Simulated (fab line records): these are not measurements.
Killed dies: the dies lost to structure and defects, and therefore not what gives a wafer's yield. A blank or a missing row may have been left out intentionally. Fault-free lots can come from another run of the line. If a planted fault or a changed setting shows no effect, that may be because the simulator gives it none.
fab line records | flow rit-cmos
record: lots: 5 wafers: 15 last-day: 7
route steps=202 shown M1@185
lots that met no fault: taken from a fault-free run of the same line
start-h: hours from the record's first day to the start of the lot's first wafer shown | wait-h: hours since the lot's step before | " identical to the entry in the row above | L1.1+2: a row that stands for several wafers | - either no value or no given start | * or withheld: withheld | < > ~ a bound
route shown NAME@n: a module of which the file shows steps, and the number in the route of the first | usual: the fault-free wafers' mean and standard deviation | same: alike in all rows | chamber/n: place in a boat | sites: readings site by site | _std_site: their standard deviation | _edge_site: inner sites' mean taken away from outer sites' mean | radius-mm: how far each site lies from the wafer's centre | mask NAME#n: copy n | behind: the most recent tool/chamber to have shaped the wafer | hold: why the lot went on hold/how many hours it stayed there/how the hold came to an end | device: which transistor (n, p or np) failed to switch | end of line: the tests these same wafers got at the end of their route | step lacking rows: just its recipe | killed: count of dies lost to structure and defects at first sort (not the wafer's yield) | map: per-die view of a wafer (x killed, . not killed, _ where there is no die)
set.NAME: the setting that was run; set.NAME@STEP: the one run at that earlier step | model.NAME: the simulator's own value behind a step, which no gauge read
a table for each step, a row for each wafer; lots at some steps of the route
services: a tool's chamber out of use, with start hour (start-h, from the record's first day; less than 0 if before it), hours out, and reason
== steps ==
step: RIT_M1_RS_MEAS_01
recipe: thk-meas-gauge: four-point-probe reads: Al_of_M1_SPUTTER_00
usual: M1_AL_RS: 0.0735/0.00073
columns lot.wafer tool chamber start-h wait-h M1_AL_RS[ohm/sq]
L233.1 film-metro-04 - 88.28 0.1 0.0752
L233.3 " - " " 0.0732
L233.5 " - " " 0.0750
L240.1 film-metro-02 - 120.64 0.1 0.0732
L240.2 " - " " 0.0733
L240.4 " - " " 0.0743
L241.1 film-metro-01 - 123.98 0.1 0.0720
L241.2 " - " " 0.0737
L241.4 " - " " 0.0723
L248.2 film-metro-02 - 164.40 0.2 0.0747
L248.3 " - " " 0.0741
L248.6 " - " " 0.0733
L250.2 film-metro-01 - 173.41 0.2 0.0746
L250.3 " - " " 0.0740
L250.6 " - " " 0.0741
step: RIT_M1_THK_MEAS_02
recipe: thk-meas-gauge: xrf reads: Al_of_M1_SPUTTER_00
usual: M1_AL_THK: 400/4.9
columns lot.wafer tool chamber start-h wait-h M1_AL_THK[nm]
L233.1 film-metro-04 - 88.40 0.1 391
L233.3 " - " " 403
L233.5 " - " " 395
L240.1 film-metro-02 - 120.76 0.1 395
L240.2 " - " " 393
L240.4 " - " " 390
L241.1 film-metro-01 - 124.10 0.1 408
L241.2 " - " " 400
L241.4 " - " " 407
L248.2 film-metro-02 - 164.51 0.1 389
L248.3 " - " " 394
L248.6 " - " " 395
L250.2 film-metro-01 - 173.52 0.1 396
L250.3 " - " " 402
L250.6 " - " " 398
step: RIT_M1_HMDS_03
recipe: prime-time-s: 60 prime-temp-c: 140
step: RIT_M1_COAT_04
recipe: resist: NOVOLAK spin-rpm: 2000 resist-thk-nm: 1300
step: RIT_M1_SOFTBAKE_05
recipe: resist: NOVOLAK temp-c: 90 time-s: 60
step: RIT_M1_EXPOSE_06
recipe: mask-id: M12 na: 0.6 source-shape: conventional sigma-outer: 0.5 target-cd-nm: 2600 dose-mj: 250
step: RIT_M1_PEB_07
recipe: resist: NOVOLAK temp-c: withheld time-s: withheld
step: RIT_M1_DEVELOP_08
recipe: resist: NOVOLAK develop-time-s: 65.48 dev-temp-c: 23
step: RIT_M1_CD_MEAS_09
recipe: target-cd-nm: 2600
usual: cd-nm: 2600.6/2.4
columns lot.wafer tool chamber start-h wait-h cd-nm
L233.1 cd-sem-01 - 89.34 - 2597.0
L233.3 " - " " 2594.4
L233.5 " - " " 2594.0
L240.1 cd-sem-01 - 121.83 - 2601.7
L240.2 " - " " 2601.1
L240.4 " - " " 2601.7
L241.1 cd-sem-01 - 125.17 - 2603.4
L241.2 " - " " 2601.8
L241.4 " - " " 2600.5
L248.2 cd-sem-02 - 165.58 - 2601.0
L248.3 " - " " 2601.6
L248.6 " - " " 2602.6
L250.2 cd-sem-02 - 174.73 - 2597.8
L250.3 " - " " 2597.9
L250.6 " - " " 2598.2
step: RIT_M1_OVL_MEAS_10
usual: M1_OVL: -0.7/1.2
columns lot.wafer tool chamber start-h wait-h M1_OVL[nm]
L233.1 overlay-01 - 89.46 0.1 -0.7
L233.3 " - " " -0.7
L233.5 " - " " 0.2
L240.1 overlay-01 - 121.95 0.1 -0.4
L240.2 " - " " -2.3
L240.4 " - " " -0.3
L241.1 overlay-01 - 125.29 0.1 -3.1
L241.2 " - " " -1.9
L241.4 " - " " -0.8
L248.2 overlay-01 - 165.69 0.1 -1.1
L248.3 " - " " 0.1
L248.6 " - " " -1.2
L250.2 overlay-02 - 174.84 0.1 -1.0
L250.3 " - " " -2.3
L250.6 " - " " 0.3
step: RIT_M1_HARDBAKE_11
recipe: resist: NOVOLAK temp-c: 140 time-s: 120
step: RIT_M1_METAL_ETCH_12
recipe: stop-on: SiO2 chemistry: Cl2/BCl3 target: Al time-s: 165 over-etch-frac: 0.5 pressure-mtorr: 100 target-depth-a: 6000 rf-w: 250 Cl2_flow_sccm: 60 bcl3-flow-sccm: 50
usual: drypump-motor-current-A: 6.1/0.41 oes-product-au: 0.775/0.016 throttle-valve-pct: 8.25/0.15
columns lot.wafer tool chamber start-h wait-h drypump-motor-current-A oes-product-au rf-hours-counter-h throttle-valve-pct
L233.1 rie-metal-03 1 89.74 0.2 5.2 0.765 39 8.16
L233.3 " 0 " " 6.1 0.772 - 8.53
L233.5 " 0 " " 6.1 0.752 - 8.54
L240.1 rie-metal-04 1 122.23 0.2 6.0 0.798 3 8.32
L240.2 " 0 " " 6.3 0.787 3 8.22
L240.4 " 0 " " 6.2 0.774 - 8.22
L241.1 rie-metal-02 0 125.57 0.2 6.5 0.766 5 8.08
L241.2 " 1 " " 6.3 0.764 4 8.26
L241.4 " 0 " " 6.5 0.767 - 8.05
L248.2 rie-metal-04 0 166.09 0.2 6.2 0.781 4 8.22
L248.3 " 1 " " 6.0 0.792 - 8.33
L248.6 " 0 " " 6.3 0.796 - 8.22
L250.2 rie-metal-03 0 175.17 0.2 6.1 0.767 0 8.55
L250.3 " 0 " " 6.1 0.775 - 8.54
L250.6 " 0 " " 6.1 0.774 - 8.54
step: RIT_M1_STRIP_13
recipe: chemistry: nmp resist: NOVOLAK temp-c: 80 time-s: 600 dry: n2-spin
usual: bath-heat-duty-pct: 16.7/1.4
columns lot.wafer tool chamber start-h wait-h bath-heat-duty-pct
L233.1 wet-bench-04 2 89.90 0.1 17.7
L233.3 " 2 " " 17.9
L233.5 " 2 " " 19.5
L240.1 wet-bench-04 3 122.40 0.1 17.3
L240.2 " 3 " " 17.6
L240.4 " 3 " " 16.3
L241.1 wet-bench-03 1 125.74 0.1 16.9
L241.2 " 1 " " 16.3
L241.4 " 1 " " 16.8
L248.2 wet-bench-03 2 166.31 0.1 17.8
L248.3 " 2 " " 15.9
L248.6 " 2 " " 17.8
L250.2 wet-bench-04 3 175.33 0.1 16.5
L250.3 " 3 " " 18.1
L250.6 " 3 " " 17.2
step: RIT_M1_STRIP_14
recipe: chemistry: O2 time-s: 180 platen-temp-c: withheld power-w: 500 pressure-mtorr: 4000 o2-flow-sccm: 4000
usual: drypump-motor-current-A: 5.70/0.24
columns lot.wafer tool chamber start-h wait-h drypump-motor-current-A rf-hours-counter-h
L233.1 plasma-asher-02 0 90.10 0.0 5.51 46
L233.3 " 0 " " 5.50 -
L233.5 " 0 " " 5.51 -
L240.1 plasma-asher-02 1 122.59 0.0 5.78 50
L240.2 " 0 " " 5.48 50
L240.4 " 1 " " 5.80 -
L241.1 plasma-asher-02 1 125.91 0.0 5.80 50
L241.2 " 0 " " 5.50 50
L241.4 " 1 " " 5.78 -
L248.2 plasma-asher-01 1 166.50 0.0 5.55 54
L248.3 " 0 " " 6.27 -
L248.6 " 1 " " 5.56 -
L250.2 plasma-asher-01 0 175.51 0.0 6.24 55
L250.3 " 1 " " 5.53 -
L250.6 " 0 " " 6.25 -
step: RIT_M1_CD_MEAS_90
recipe: target-cd-nm: 2600
usual: cd-nm: 2600/3.2
columns lot.wafer tool chamber start-h wait-h cd-nm
L233.1 cd-sem-02 - 90.27 0.1 2598
L233.3 " - " " 2597
L233.5 " - " " 2596
L240.1 cd-sem-01 - 122.76 0.1 2598
L240.2 " - " " 2602
L240.4 " - " " 2602
L241.1 cd-sem-02 - 126.09 0.1 2605
L241.2 " - " " 2602
L241.4 " - " " 2602
L248.2 cd-sem-02 - 166.70 0.1 2598
L248.3 " - " " 2598
L248.6 " - " " 2602
L250.2 cd-sem-01 - 175.70 0.1 2598
L250.3 " - " " 2598
L250.6 " - " " 2599
step: RIT_M1_ANNEAL_15
recipe: temp-c: 446.5 time-s: 1800 ambient: forming_gas_H2N2
step: RIT_M1_BOW_MEAS_16
recipe: mode: bow
usual: M1_BOW: 17/6.5
columns lot.wafer tool chamber start-h wait-h M1_BOW[um]
L233.1 film-metro-02 - 91.89 0.0 22
L233.3 " - " " 28
L233.5 " - " " 21
L240.1 film-metro-02 - 124.38 0.0 22
L240.2 " - " " 17
L240.4 " - " " 21
L241.1 film-metro-01 - 127.71 0.0 13
L241.2 " - " " 30
L241.4 " - " " 19
L248.2 film-metro-04 - 168.32 0.0 11
L248.3 " - " " 10
L248.6 " - " " 12
L250.2 film-metro-02 - 177.32 0.0 17
L250.3 " - " " 25
L250.6 " - " " 23
step: RIT_M1_PROBE_99
usual: killed_at_M0_to_M3: 0.0/0.083 killed-at-contacts: 0.0/0.22 killed-at-front-end: 7/3 killed-dies: 7/3.1 killed-on-rim: 1.8/1.4 killed-open: 3.4/2.1 killed-short: 3.4/2
same: gross-dies: 264 killed_at_M4_up: 0 killed-at-back-side: 0 killed-at-other: 0
columns lot.wafer tool chamber start-h wait-h killed_at_M0_to_M3 killed-at-contacts killed-at-front-end killed-dies killed-on-rim killed-open killed-short
L233.1 prober-01 - 92.01 0.1 0 0 10 10 1 7 3
L233.3 prober-01 - 92.11 0.2 0 1 6 7 3 5 2
L233.5 prober-01 - 92.21 0.2 0 0 5 5 2 0 5
L240.1 prober-02 - 124.50 0.1 0 0 11 11 2 3 8
L240.2 prober-02 - 124.55 0.1 0 0 10 10 3 5 5
L240.4 prober-02 - 124.65 0.2 0 0 2 2 0 0 2
L241.1 prober-01 - 127.83 0.1 41 0 223 264 70 2 1
L241.2 prober-01 - 127.88 0.1 39 0 225 264 70 3 2
L241.4 prober-01 - 127.98 0.2 37 0 227 264 70 3 4
L248.2 prober-02 - 168.47 0.1 0 0 7 7 0 3 4
L248.3 prober-02 - 168.52 0.2 0 0 13 13 4 5 8
L248.6 prober-02 - 168.67 0.2 0 0 10 10 3 8 2
L250.2 prober-02 - 177.47 0.1 0 0 7 7 1 3 4
L250.3 prober-02 - 177.52 0.2 0 0 2 2 0 2 0
L250.6 prober-02 - 177.67 0.2 0 0 6 6 4 4 2
killed by level:class
L233.1 GATE:geometric-particle:open=3 FOX1:geometric-particle:open=2 GATE:geometric-particle:short=2 FOX1:geometric-particle:short=1 REOX:geometric-particle:open=1 SILICIDE:geometric-particle:open=1
L233.3 GATE:geometric-particle:open=2 GATE:geometric-particle:short=2 FOX1:geometric-particle:open=1 SILICIDE:geometric-particle:open=1 CONTACT:geometric-particle:open=1
L233.5 GATE:geometric-particle:short=3 FOX2:geometric-particle:short=1 SPACER:geometric-particle:short=1
L240.1 FOX1:geometric-particle:short=3 GATE:geometric-particle:short=2 ACTIVE:geometric-particle:short=1 FOX1:geometric-particle:open=1 REOX:geometric-particle:short=1 REOX:geometric-particle:open=1 SPACER:geometric-particle:short=1 SPACER:geometric-particle:open=1
L240.2 FOX1:geometric-particle:open=2 GATE:geometric-particle:short=2 REOX:geometric-particle:open=2 SILICIDE:geometric-particle:short=2 SPACER:geometric-particle:short=1 SILICIDE:geometric-particle:open=1
L240.4 GATE:geometric-particle:short=1 REOX:geometric-particle:short=1
L241.1 NWELL:area-expose=220 M1:unspecified=41 GATE:geometric-particle:open=2 GATE:geometric-particle:short=1
L241.2 NWELL:area-expose=220 M1:unspecified=39 FOX1:geometric-particle:short=1 FOX2:geometric-particle:open=1 GATE:geometric-particle:open=1 REOX:geometric-particle:open=1 REOX:geometric-particle:short=1
L241.4 NWELL:area-expose=220 M1:unspecified=37 REOX:geometric-particle:short=2 ACTIVE:geometric-particle:short=1 FOX2:geometric-particle:open=1 GATE:geometric-particle:short=1 GATE:geometric-particle:open=1 SILICIDE:geometric-particle:open=1
L248.2 REOX:geometric-particle:open=2 FOX1:geometric-particle:short=1 GATE:geometric-particle:open=1 GATE:geometric-particle:short=1 REOX:geometric-particle:short=1 SILICIDE:geometric-particle:short=1
L248.3 GATE:geometric-particle:short=3 REOX:geometric-particle:short=3 GATE:geometric-particle:open=2 REOX:geometric-particle:open=2 FOX1:geometric-particle:short=1 SILICIDE:geometric-particle:short=1 SILICIDE:geometric-particle:open=1
L248.6 GATE:geometric-particle:open=4 FOX1:geometric-particle:open=2 REOX:geometric-particle:short=1 REOX:geometric-particle:open=1 SPACER:geometric-particle:short=1 SILICIDE:geometric-particle:open=1
L250.2 GATE:geometric-particle:open=3 GATE:geometric-particle:short=2 FOX1:geometric-particle:short=1 FOX2:geometric-particle:short=1
L250.3 FOX1:geometric-particle:open=1 REOX:geometric-particle:open=1
L250.6 SILICIDE:geometric-particle:open=2 FOX1:geometric-particle:open=1 GATE:geometric-particle:short=1 REOX:geometric-particle:open=1 SPACER:geometric-particle:short=1
map L241.1 (x killed, . not)
________xxxxxxx_______
_____xxxxxxxxxxxxx____
____xxxxxxxxxxxxxxx___
___xxxxxxxxxxxxxxxxx__
__xxxxxxxxxxxxxxxxxxx_
__xxxxxxxxxxxxxxxxxxx_
_xxxxxxxxxxxxxxxxxxxxx
_xxxxxxxxxxxxxxxxxxxxx
_xxxxxxxxxxxxxxxxxxxxx
_xxxxxxxxxxxxxxxxxxxxx
__xxxxxxxxxxxxxxxxxxx_
__xxxxxxxxxxxxxxxxxxx_
___xxxxxxxxxxxxxxxxx__
____xxxxxxxxxxxxxxx___
_____xxxxxxxxxxxxx____
________xxxxxxx_______
map L248.3 (x killed, . not)
________..x...._______
_____.........x...____
____...............___
___x................__
__............x.x...._
__....x............x._
_.............xx......
_.....................
_.....................
_....x.x..............
__..................._
__..................._
___...x.............__
____...............___
_____..x..........____
________......._______
== services ==
columns tool chamber start-h hours kind
rie-metal-02 1 74.30 22.1 repair
plasma-asher-02 - 128.20 0.5 repair
rie-metal-03 - 136.12 20.0 pm
rie-metal-03 0 136.12 20.0 vent-cycle
rie-metal-03 1 136.12 20.0 vent-cycle
rie-metal-02 1 140.00 1.1 repair
rie-metal-02 - 154.38 14.6 pm
plasma-asher-02 - 154.47 3.4 repair
rie-metal-03 0 156.12 - clean
rie-metal-03 1 156.12 - clean
plasma-asher-02 - 166.13 0.9 repair
== key ==
first-sign: step: RIT_M1_PROBE_99 reading: killed_at_M0_to_M3 direction: up sigmas: 39 usual: 0.0 struck: 39
effect none on later readings
met-at RIT_M1_STRIP_13
struck-wafers L241.1,L241.2,L241.4
tester-left-out L241
also-fits RIT_M1_METAL_ETCH_12:rie-metal-02,RIT_M1_STRIP_14:plasma-asher-02
earlier-fault: kind: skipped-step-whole tool: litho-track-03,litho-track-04 chamber: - onset-h: 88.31 steps: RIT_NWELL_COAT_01 scope: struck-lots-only
fault: kind: chamber-particle-source tool: wet-bench-03 chamber: 1 onset-h: 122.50 steps: RIT_M1_STRIP_13 rate-per-visit-cm2: 1.6976
tester-left-out: of these lots the tester's yield and bins aren't shown, on N5 and GAA mostly nor the transistor test; their killed dies are dies lost to structure and defects alone, not to doping, threshold or leakage, so they don't give the yield
